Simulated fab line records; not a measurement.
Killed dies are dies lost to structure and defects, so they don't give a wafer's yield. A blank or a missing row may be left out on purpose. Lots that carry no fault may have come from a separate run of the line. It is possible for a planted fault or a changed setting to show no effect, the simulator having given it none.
fab line records	flow berkeley_cmos170	part 1 of 2: steps 1 to 27 of 38
[record] lots = 5	wafers = 15	last_day = 11
route steps=331 shown PLDD@150 NLDD@158 SPACER@171 PSD@175 NSD@187
lots untouched by any fault: they come from a run of this same line in which no faults occurred
start_h: hours from the record's first day to the start of the lot's first wafer shown	wait_h: hours elapsed since this lot's preceding step	" same as the row above	L1.1+2: a single row standing in for several wafers	- no value present, or no start provided	* or withheld: withheld	< > ~ a bound
route shown NAME@n: NAME is a module with steps in the file, n the number in the route of the first one	usual: mean/standard deviation of fault-free wafers	same: alike in all rows	chamber/n: place in a boat	sites: per-site readings	_std_site: the values' standard deviation	_edge_site: mean of outer sites minus mean of inner sites	radius_mm: for every site, how far away it sits from the centre of the wafer	mask NAME#n: copy n	behind: the last tool/chamber to shape the wafer	hold: why the lot went on hold/how many hours it stayed there/how the hold came to an end	device: the transistor (n, p or np) that didn't switch	end of line: tests of these same wafers at the route's end	a step given without rows: its recipe and nothing more	killed: at the first sort, the dies lost to defects and structure; wafer yield is something else	map: the dies of a wafer, with x for killed, . for not killed, _ for no die there
set.NAME: the setting as run; set.NAME@STEP: as run at that earlier step	model.NAME: the simulator's own value behind a step, which no gauge read
lots at some steps of the route; a table a step, a row a wafer
services: when a tool's chamber went out of use (start_h, in hours from the record's first day, below 0 if earlier), for how many hours, and the reason
[[steps]]
[step UCB170_PLDD_DEVELOP_05]
[recipe] developer = TMAH	develop_time_s = 45	resist = KrF	dev_temp_c = 21
[usual] exhaust_pa = 44.9/0.83
lot.wafer	tool	chamber	start_h	wait_h	exhaust_pa
L082.1	litho_track-04	0	-	-	44.1
L082.4	"	0	"	"	44.2
L082.6	"	0	"	"	44.1
L085.2	litho_track-02	0	-	-	44.6
L085.5	"	0	"	"	44.5
L085.6	"	0	"	"	44.3
L090.3	litho_track-02	0	-	-	45.2
L090.4	"	0	"	"	45.1
L090.6	"	0	"	"	45.4
L094.1	litho_track-04	0	-	-	44.1
L094.3	"	0	"	"	45.9
L094.6	"	0	"	"	44.9
L095.2	litho_track-04	0	-	-	45.7
L095.4	"	0	"	"	44.2
L095.5	"	0	"	"	42.8
[step UCB170_PLDD_CD_MEAS_06]
[recipe] target_cd_nm = 1200
[usual] cd_nm = 1200.2/1.4
lot.wafer	tool	chamber	start_h	wait_h	cd_nm
L082.1	cd_sem-02	-	172.98	-	1201.8
L082.4	"	-	"	"	1200.9
L082.6	"	-	"	"	1203.1
L085.2	cd_sem-02	-	190.18	-	1199.5
L085.5	"	-	"	"	1199.5
L085.6	"	-	"	"	1198.9
L090.3	cd_sem-02	-	209.93	-	1200.5
L090.4	"	-	"	"	1200.0
L090.6	"	-	"	"	1200.9
L094.1	cd_sem-01	-	227.30	-	1204.6
L094.3	"	-	"	"	1202.6
L094.6	"	-	"	"	1202.7
L095.2	cd_sem-02	-	237.09	-	1202.0
L095.4	"	-	"	"	1203.3
L095.5	"	-	"	"	1202.6
[step UCB170_PLDD_OVL_MEAS_07]
[usual] PLDD_OVL = -2/5.2
lot.wafer	tool	chamber	start_h	wait_h	PLDD_OVL[nm]
L082.1	overlay-01	-	173.10	0.1	-4
L082.4	"	-	"	"	-1
L082.6	"	-	"	"	-1
L085.2	overlay-02	-	190.29	0.1	-13
L085.5	"	-	"	"	-11
L085.6	"	-	"	"	-14
L090.3	overlay-02	-	210.02	0.1	-7
L090.4	"	-	"	"	-8
L090.6	"	-	"	"	-8
L094.1	overlay-02	-	227.42	0.1	1
L094.3	"	-	"	"	-5
L094.6	"	-	"	"	1
L095.2	overlay-02	-	237.20	0.1	-6
L095.4	"	-	"	"	-5
L095.5	"	-	"	"	-14
[step UCB170_PLDD_IMPLANT_08]
[recipe] species = BF2	dose_cm2 = 5e+13	energy_kev = 10	tilt_deg = 7	rotation_deg = 0
[same] implant_ion_amu = 49
lot.wafer	tool	chamber	start_h	wait_h
L082.1+4+6	implanter-02	0	173.14	0.0
L085.2+5+6	implanter-02	0	190.34	0.0
L090.3+4+6	implanter-01	0	210.10	0.1
L094.1+3+6	implanter-01	0	227.45	0.0
L095.2+4+5	implanter-02	0	237.25	0.0
[step UCB170_PLDD_IMPLANT_09]
[recipe] species = BF2	dose_cm2 = 5e+13	energy_kev = 10	tilt_deg = 7	rotation_deg = 180
[same] implant_ion_amu = 49
lot.wafer	tool	chamber	start_h	wait_h
L082.1+4+6	implanter-02	0	173.29	0.1
L085.2+5+6	implanter-02	0	190.49	0.1
L090.3+4+6	implanter-01	0	210.25	0.1
L094.1+3+6	implanter-01	0	227.60	0.1
L095.2+4+5	implanter-02	0	237.40	0.1
[step UCB170_PLDD_STRIP_10]
[recipe] chemistry = O2	power_w = 400	pressure_mtorr = 3500	platen_temp_c = withheld	o2_flow_sccm = 400	overash_fraction = 0.5
[usual] drypump_motor_current_A = 5.6/0.39	oes_product_au = 0.734/0.0044	strip_time_to_endpoint_s = 21.60/0.074
lot.wafer	tool	chamber	start_h	wait_h	drypump_motor_current_A	oes_product_au	rf_hours_counter_h	strip_time_to_endpoint_s
L082.1	plasma_asher-01	0	173.44	0.1	5.5	0.736	42	21.71
L082.4	"	0	"	"	5.5	0.732	-	21.61
L082.6	"	0	"	"	5.5	0.735	-	21.69
L085.2	plasma_asher-02	0	190.62	0.1	5.8	0.740	10	21.48
L085.5	"	0	"	"	5.8	0.730	-	21.60
L085.6	"	1	"	"	5.8	0.744	-	21.60
L090.3	plasma_asher-04	0	210.38	0.1	5.4	0.728	-	21.75
L090.4	"	1	"	"	5.0	0.731	-	21.71
L090.6	"	0	"	"	5.4	0.735	-	21.73
L094.1	plasma_asher-01	1	227.75	0.1	6.3	0.732	49	21.60
L094.3	"	0	"	"	5.5	0.737	-	21.69
L094.6	"	0	"	"	5.5	0.736	-	21.61
L095.2	plasma_asher-02	0	237.53	0.1	5.8	0.729	14	21.60
L095.4	"	1	"	"	5.8	0.735	-	21.61
L095.5	"	1	"	"	5.8	0.740	-	21.61
[step UCB170_PLDD_TW_MEAS_11]
[usual] PLDD_TW = 1008/8.1
lot.wafer	tool	chamber	start_h	wait_h	PLDD_TW
L082.1	film_metro-02	-	173.54	0.1	1019
L082.4	"	-	"	"	1012
L082.6	"	-	"	"	1019
L085.2	film_metro-02	-	190.73	0.1	1025
L085.5	"	-	"	"	1025
L085.6	"	-	"	"	1022
L090.3	film_metro-01	-	210.47	0.1	1009
L090.4	"	-	"	"	1009
L090.6	"	-	"	"	1009
L094.1	film_metro-01	-	227.91	0.1	1000
L094.3	"	-	"	"	1003
L094.6	"	-	"	"	1011
L095.2	film_metro-04	-	237.64	0.1	988
L095.4	"	-	"	"	994
L095.5	"	-	"	"	989
[step UCB170_PLDD_CLEAN_12]
[recipe] chemistry = SPM	temp_c = 120	time_s = 600
lot.wafer	tool	chamber	start_h	wait_h
L082.1+4+6	wet_bench-02	1	173.60	0.1
L085.2+5+6	wet_bench-02	2	190.78	0.0
L090.3+4+6	wet_bench-02	2	210.51	0.0
L094.1+3+6	wet_bench-02	2	227.97	0.1
L095.2+4+5	wet_bench-02	0	237.69	0.0
[step UCB170_NLDD_HMDS_00]
[recipe] prime_time_s = 60	prime_temp_c = 100
[usual] exhaust_pa = 44.7/0.85	prime_temp_c = 100.00/0.13
lot.wafer	tool	chamber	start_h	wait_h	exhaust_pa	prime_temp_c
L082.1	litho_track-04	0	173.79	0.0	45.3	100.03
L082.4	"	0	"	"	44.2	100.21
L082.6	"	0	"	"	43.4	100.11
L085.2	litho_track-03	0	191.49	0.5	45.2	99.91
L085.5	"	0	"	"	45.8	100.20
L085.6	"	0	"	"	44.4	99.91
L090.3	litho_track-03	0	211.11	0.4	44.2	99.97
L090.4	"	0	"	"	44.2	100.31
L090.6	"	0	"	"	46.1	99.97
L094.1	litho_track-03	0	228.37	0.2	45.7	99.98
L094.3	"	0	"	"	44.6	100.03
L094.6	"	0	"	"	45.5	99.88
L095.2	litho_track-03	0	238.06	0.2	44.3	100.03
L095.4	"	0	"	"	44.8	100.02
L095.5	"	0	"	"	44.1	100.25
[step UCB170_NLDD_COAT_01]
[recipe] resist = KrF	spin_rpm = 1500	resist_thk_nm = 900
[usual] exhaust_pa = 45.3/0.96
lot.wafer	tool	chamber	start_h	wait_h	exhaust_pa
L082.1	litho_track-04	0	173.94	0.1	45.8
L082.4	"	0	"	"	45.9
L082.6	"	0	"	"	45.4
L085.2	litho_track-03	0	191.64	0.1	46.2
L085.5	"	0	"	"	45.3
L085.6	"	0	"	"	44.5
L090.3	litho_track-03	0	211.26	0.1	44.2
L090.4	"	0	"	"	45.5
L090.6	"	0	"	"	45.5
L094.1	litho_track-03	0	228.52	0.1	46.5
L094.3	"	0	"	"	46.0
L094.6	"	0	"	"	45.4
L095.2	litho_track-03	0	238.21	0.1	46.7
L095.4	"	0	"	"	46.2
L095.5	"	0	"	"	47.0
[step UCB170_NLDD_SOFTBAKE_02]
[recipe] resist = KrF	temp_c = 130	time_s = 60
[usual] exhaust_pa = 44.9/0.86	plate_temp_C = 129.99/0.14
lot.wafer	tool	chamber	start_h	wait_h	exhaust_pa	plate_temp_C
L082.1	litho_track-04	0	174.09	0.1	44.0	129.87
L082.4	"	0	"	"	44.0	129.94
L082.6	"	0	"	"	46.0	129.87
L085.2	litho_track-03	0	191.79	0.1	45.9	129.68
L085.5	"	0	"	"	44.1	129.65
L085.6	"	0	"	"	47.0	129.75
L090.3	litho_track-03	0	211.41	0.1	47.2	130.04
L090.4	"	0	"	"	44.9	130.00
L090.6	"	0	"	"	45.9	129.96
L094.1	litho_track-03	0	228.67	0.1	45.0	129.99
L094.3	"	0	"	"	45.4	129.91
L094.6	"	0	"	"	45.8	130.02
L095.2	litho_track-03	0	238.36	0.1	44.6	129.90
L095.4	"	0	"	"	44.7	129.99
L095.5	"	0	"	"	45.8	129.87
[step UCB170_NLDD_EXPOSE_03]
[recipe] mask_id = NSELECT	na = 0.5	sigma_outer = 0.6	source_shape = conventional	target_cd_nm = 1200	dose_mj = 30
lot.wafer	tool	chamber	start_h	wait_h	mask
L082.1+4+6	krf_scanner-01	0	174.36	0.2	NSELECT#0
L085.2+5+6	krf_scanner-01	0	191.93	0.1	NSELECT#0
L090.3+4+6	krf_scanner-01	0	211.64	0.2	NSELECT#0
L094.1+3+6	krf_scanner-02	0	228.82	0.1	NSELECT#0
L095.2+4+5	krf_scanner-02	0	238.63	0.2	NSELECT#0
[step UCB170_NLDD_PEB_04]
[recipe] peb_temp_c = 130	peb_time_s = withheld	resist = KrF
[usual] exhaust_pa = 45.0/1	plate_temp_C = 129.99/0.13
lot.wafer	tool	chamber	start_h	wait_h	exhaust_pa	plate_temp_C
L082.1	litho_track-04	0	174.48	0.1	43.5	130.05
L082.4	"	0	"	"	43.8	129.75
L082.6	"	0	"	"	43.3	129.91
L085.2	litho_track-03	0	192.66	0.7	43.2	129.84
L085.5	"	0	"	"	44.4	129.84
L085.6	"	0	"	"	44.8	130.08
L090.3	litho_track-04	0	212.37	0.7	44.9	130.15
L090.4	"	0	"	"	45.0	129.92
L090.6	"	0	"	"	45.6	129.94
L094.1	litho_track-03	0	229.54	0.7	44.1	129.90
L094.3	"	0	"	"	44.6	130.20
L094.6	"	0	"	"	46.1	130.28
L095.2	litho_track-04	0	239.10	0.5	46.2	130.07
L095.4	"	0	"	"	46.5	130.19
L095.5	"	0	"	"	45.8	130.10
[step UCB170_NLDD_DEVELOP_05]
[recipe] developer = TMAH	develop_time_s = 45	resist = KrF	dev_temp_c = 21
[usual] exhaust_pa = 45.0/0.88
lot.wafer	tool	chamber	start_h	wait_h	exhaust_pa
L082.1	litho_track-04	0	-	-	46.9
L082.4	"	0	"	"	46.1
L082.6	"	0	"	"	46.6
L085.2	litho_track-03	0	-	-	44.8
L085.5	"	0	"	"	44.8
L085.6	"	0	"	"	44.0
L090.3	litho_track-04	0	-	-	43.8
L090.4	"	0	"	"	43.1
L090.6	"	0	"	"	44.0
L094.1	litho_track-03	0	-	-	45.9
L094.3	"	0	"	"	46.4
L094.6	"	0	"	"	46.6
L095.2	litho_track-04	0	-	-	44.8
L095.4	"	0	"	"	44.5
L095.5	"	0	"	"	44.3
[step UCB170_NLDD_CD_MEAS_06]
[recipe] target_cd_nm = 1200
[usual] cd_nm = 1200.2/1.4
lot.wafer	tool	chamber	start_h	wait_h	cd_nm
L082.1	cd_sem-02	-	174.75	-	1200.7
L082.4	"	-	"	"	1201.2
L082.6	"	-	"	"	1200.2
L085.2	cd_sem-02	-	192.93	-	1199.2
L085.5	"	-	"	"	1199.3
L085.6	"	-	"	"	1198.5
L090.3	cd_sem-02	-	212.64	-	1199.2
L090.4	"	-	"	"	1199.2
L090.6	"	-	"	"	1200.0
L094.1	cd_sem-01	-	229.82	-	1201.1
L094.3	"	-	"	"	1199.4
L094.6	"	-	"	"	1199.6
L095.2	cd_sem-01	-	239.37	-	1201.6
L095.4	"	-	"	"	1201.5
L095.5	"	-	"	"	1202.1
[step UCB170_NLDD_OVL_MEAS_07]
[usual] NLDD_OVL = -1/6.3
lot.wafer	tool	chamber	start_h	wait_h	NLDD_OVL[nm]
L082.1	overlay-01	-	174.87	0.1	-2
L082.4	"	-	"	"	0
L082.6	"	-	"	"	3
L085.2	overlay-02	-	193.04	0.1	4
L085.5	"	-	"	"	0
L085.6	"	-	"	"	5
L090.3	overlay-01	-	212.73	0.1	-3
L090.4	"	-	"	"	-9
L090.6	"	-	"	"	-14
L094.1	overlay-02	-	229.94	0.1	-5
L094.3	"	-	"	"	-3
L094.6	"	-	"	"	-7
L095.2	overlay-01	-	239.47	0.1	5
L095.4	"	-	"	"	-3
L095.5	"	-	"	"	6
[step UCB170_NLDD_IMPLANT_08]
[recipe] species = As	dose_cm2 = 5e+13	energy_kev = 30	tilt_deg = 7	rotation_deg = 0
[same] implant_ion_amu = 75
lot.wafer	tool	chamber	start_h	wait_h
L082.1+4+6	implanter-02	0	174.91	0.0
L085.2+5+6	implanter-03	0	193.09	0.0
L090.3+4+6	implanter-03	0	212.81	0.1
L094.1+3+6	implanter-02	0	229.97	0.0
L095.2+4+5	implanter-03	0	239.53	0.0
[step UCB170_NLDD_IMPLANT_09]
[recipe] species = As	dose_cm2 = 5e+13	energy_kev = 30	tilt_deg = 7	rotation_deg = 180
[same] implant_ion_amu = 75
lot.wafer	tool	chamber	start_h	wait_h
L082.1+4+6	implanter-02	0	175.06	0.1
L085.2+5+6	implanter-03	0	193.24	0.1
L090.3+4+6	implanter-03	0	212.96	0.1
L094.1+3+6	implanter-02	0	230.12	0.1
L095.2+4+5	implanter-03	0	239.68	0.1
[step UCB170_NLDD_STRIP_10]
[recipe] chemistry = O2	power_w = 400	pressure_mtorr = 3500	platen_temp_c = withheld	o2_flow_sccm = 400	overash_fraction = 0.5
[usual] drypump_motor_current_A = 5.88/0.29	oes_product_au = 0.735/0.0045	strip_time_to_endpoint_s = 21.61/0.067
lot.wafer	tool	chamber	start_h	wait_h	drypump_motor_current_A	oes_product_au	rf_hours_counter_h	strip_time_to_endpoint_s
L082.1	plasma_asher-02	0	175.21	0.1	5.80	0.739	8	21.66
L082.4	"	0	"	"	5.81	0.733	-	21.57
L082.6	"	1	"	"	5.78	0.742	-	21.55
L085.2	plasma_asher-03	0	193.37	0.1	5.65	0.741	50	21.69
L085.5	"	1	"	"	6.37	0.736	-	21.68
L085.6	"	0	"	"	5.64	0.734	-	21.62
L090.3	plasma_asher-02	0	213.09	0.1	5.79	0.738	-	21.57
L090.4	"	1	"	"	5.79	0.729	-	21.51
L090.6	"	0	"	"	5.80	0.732	-	21.60
L094.1	plasma_asher-01	0	230.27	0.1	5.53	0.736	50	21.52
L094.3	"	0	"	"	5.55	0.739	-	21.63
L094.6	"	0	"	"	5.53	0.742	-	21.53
L095.2	plasma_asher-02	1	239.80	0.1	5.82	0.732	14	21.56
L095.4	"	0	"	"	5.81	0.739	-	21.63
L095.5	"	0	"	"	5.80	0.727	-	21.63
[step UCB170_NLDD_TW_MEAS_11]
[usual] NLDD_TW = 2209/17
lot.wafer	tool	chamber	start_h	wait_h	NLDD_TW
L082.1	film_metro-01	-	175.31	0.1	2195
L082.4	"	-	"	"	2207
L082.6	"	-	"	"	2208
L085.2	film_metro-04	-	193.48	0.1	2190
L085.5	"	-	"	"	2185
L085.6	"	-	"	"	2186
L090.3	film_metro-01	-	213.18	0.1	2214
L090.4	"	-	"	"	2199
L090.6	"	-	"	"	2225
L094.1	film_metro-02	-	230.37	0.1	2230
L094.3	"	-	"	"	2246
L094.6	"	-	"	"	2232
L095.2	film_metro-02	-	239.91	0.1	2250
L095.4	"	-	"	"	2226
L095.5	"	-	"	"	2235
[step UCB170_NLDD_CLEAN_12]
[recipe] chemistry = SPM	temp_c = 120	time_s = 600
lot.wafer	tool	chamber	start_h	wait_h
L082.1+4+6	wet_bench-02	0	175.53	0.2
L085.2+5+6	wet_bench-03	1	193.53	0.0
L090.3+4+6	wet_bench-02	0	213.30	0.1
L094.1+3+6	wet_bench-02	3	230.43	0.1
L095.2+4+5	wet_bench-03	1	239.96	0.0
[step UCB170_SPACER_CVD_00]
[recipe] material = SiO2	target_thk_nm = 376	temp_c = 390	precursor = TEOS/O2	time_s = 47	rf_w = 550	pressure_mtorr = 9000
[usual] heater_power_w = 251/48
lot.wafer	tool	chamber	start_h	wait_h	heater_power_w
L082.1	pecvd-01	2	175.72	0.0	358
L082.4	"	0	"	"	201
L082.6	"	2	"	"	376
L085.2	pecvd-01	0	193.70	0.0	265
L085.5	"	0	"	"	270
L085.6	"	2	"	"	347
L090.3	pecvd-02	0	213.50	0.0	217
L090.4	"	2	"	"	208
L090.6	"	2	"	"	233
L094.1	pecvd-01	0	230.61	0.0	216
L094.3	"	2	"	"	299
L094.6	"	1	"	"	283
L095.2	pecvd-01	1	240.14	0.0	261
L095.4	"	2	"	"	320
L095.5	"	0	"	"	236
[step UCB170_SPACER_THK_MEAS_01]
[recipe] reads = SiO2_of_SPACER_CVD_00
[usual] SPACER_TEOS_THK = 377/4.7
lot.wafer	tool	chamber	start_h	wait_h	SPACER_TEOS_THK[nm]
L082.1	film_metro-02	-	175.76	0.0	374
L082.4	"	-	"	"	389
L082.6	"	-	"	"	377
L085.2	film_metro-02	-	193.75	0.0	380
L085.5	"	-	"	"	386
L085.6	"	-	"	"	379
L090.3	film_metro-03	-	213.56	0.0	379
L090.4	"	-	"	"	386
L090.6	"	-	"	"	378
L094.1	film_metro-01	-	230.65	0.0	375
L094.3	"	-	"	"	368
L094.6	"	-	"	"	377
L095.2	film_metro-03	-	240.19	0.0	375
L095.4	"	-	"	"	383
L095.5	"	-	"	"	386
[step UCB170_SPACER_ANNEAL_02]
[recipe] temp_c = 900	time_s = 1800	ambient = N2
[usual] spike_tc_centre_C = 901.3/1.1	tube_center_temp_C = 899.99/0.07
lot.wafer	tool	chamber	start_h	wait_h	spike_tc_centre_C	tube_center_temp_C
L082.1	furnace-03	0	178.56	2.8	900.6	899.96
L082.4	"	0	"	"	900.4	899.98
L082.6	"	0	"	"	900.5	899.93
L085.2	furnace-04	0	194.02	0.3	901.1	899.97
L085.5	"	0	"	"	900.3	900.01
L085.6	"	0	"	"	901.6	900.02
L090.3	furnace-02	0	213.82	0.2	901.2	899.91
L090.4	"	0	"	"	902.0	899.96
L090.6	"	0	"	"	901.4	900.08
L094.1	furnace-02	0	233.98	3.3	901.4	900.07
L094.3	"	0	"	"	900.8	899.92
L094.6	"	0	"	"	901.7	900.07
L095.2	furnace-02	0	241.57	1.4	900.0	899.86
L095.4	"	0	"	"	901.5	899.92
L095.5	"	0	"	"	900.8	899.99
[step UCB170_SPACER_ETCHBACK_03]
[recipe] stop_on = Si	target = SiO2	chemistry = CHF3/CF4/Ar	CHF3_flow_sccm = 50	cf4_flow_sccm = 10	Ar_flow_sccm = 120	pressure_mtorr = 200	rf_w = 500	target_depth_a = 3760	time_s = 100
[usual] drypump_motor_current_A = 5.7/0.55	oes_product_au = 0.901/0.018	throttle_valve_pct = 6.55/0.1
lot.wafer	tool	chamber	start_h	wait_h	drypump_motor_current_A	oes_product_au	rf_hours_counter_h	throttle_valve_pct
L082.1	rie_diel-03	2	180.06	0.0	6.3	0.904	134	6.67
L082.4	"	3	"	"	6.0	0.910	101	6.68
L082.6	"	1	"	"	5.5	0.911	-	6.59
L085.2	rie_diel-03	2	195.52	0.0	6.2	0.927	135	6.67
L085.5	"	3	"	"	6.0	0.908	-	6.67
L085.6	"	2	"	"	6.3	0.916	-	6.66
L090.3	rie_diel-03	3	215.35	0.0	6.0	0.891	-	6.67
L090.4	"	1	"	"	5.5	0.918	-	6.63
L090.6	"	3	"	"	6.0	0.892	-	6.67
L094.1	rie_diel-03	0	235.48	0.0	6.5	0.901	1	6.33
L094.3	"	3	"	"	6.0	0.871	105	6.66
L094.6	"	1	"	"	5.5	0.900	-	6.62
L095.2	rie_diel-02	3	243.07	0.0	5.3	0.894	37	6.57
L095.4	"	2	"	"	5.6	0.899	101	6.48
L095.5	"	3	"	"	5.3	0.910	-	6.56
[step UCB170_PSD_HMDS_00]
[recipe] prime_time_s = 60	prime_temp_c = 100
[usual] exhaust_pa = 45.0/0.86	prime_temp_c = 100.00/0.13
lot.wafer	tool	chamber	start_h	wait_h	exhaust_pa	prime_temp_c
L082.1	litho_track-01	0	180.22	0.1	45.9	99.93
L082.4	"	0	"	"	44.9	99.83
L082.6	"	0	"	"	45.1	99.93
L085.2	litho_track-01	0	195.87	0.3	45.3	100.19
L085.5	"	0	"	"	45.6	100.28
L085.6	"	0	"	"	46.2	100.10
L090.3	litho_track-04	0	215.72	0.3	46.3	100.10
L090.4	"	0	"	"	43.9	99.94
L090.6	"	0	"	"	44.0	100.20
L094.1	litho_track-02	0	235.56	0.0	45.9	100.16
L094.3	"	0	"	"	44.9	100.12
L094.6	"	0	"	"	46.5	100.28
L095.2	litho_track-01	0	243.16	0.1	44.0	100.06
L095.4	"	0	"	"	44.2	100.17
L095.5	"	0	"	"	45.2	100.10
[step UCB170_PSD_COAT_01]
[recipe] resist = KrF	spin_rpm = 1500	resist_thk_nm = 900
[usual] exhaust_pa = 44.9/0.86
lot.wafer	tool	chamber	start_h	wait_h	exhaust_pa
L082.1	litho_track-01	0	180.37	0.1	45.8
L082.4	"	0	"	"	45.4
L082.6	"	0	"	"	45.2
L085.2	litho_track-01	0	196.02	0.1	44.8
L085.5	"	0	"	"	44.0
L085.6	"	0	"	"	44.7
L090.3	litho_track-04	0	215.87	0.1	45.8
L090.4	"	0	"	"	45.0
L090.6	"	0	"	"	44.7
L094.1	litho_track-02	0	235.71	0.1	44.4
L094.3	"	0	"	"	45.5
L094.6	"	0	"	"	44.9
L095.2	litho_track-01	0	243.31	0.1	45.6
L095.4	"	0	"	"	47.9
L095.5	"	0	"	"	45.7
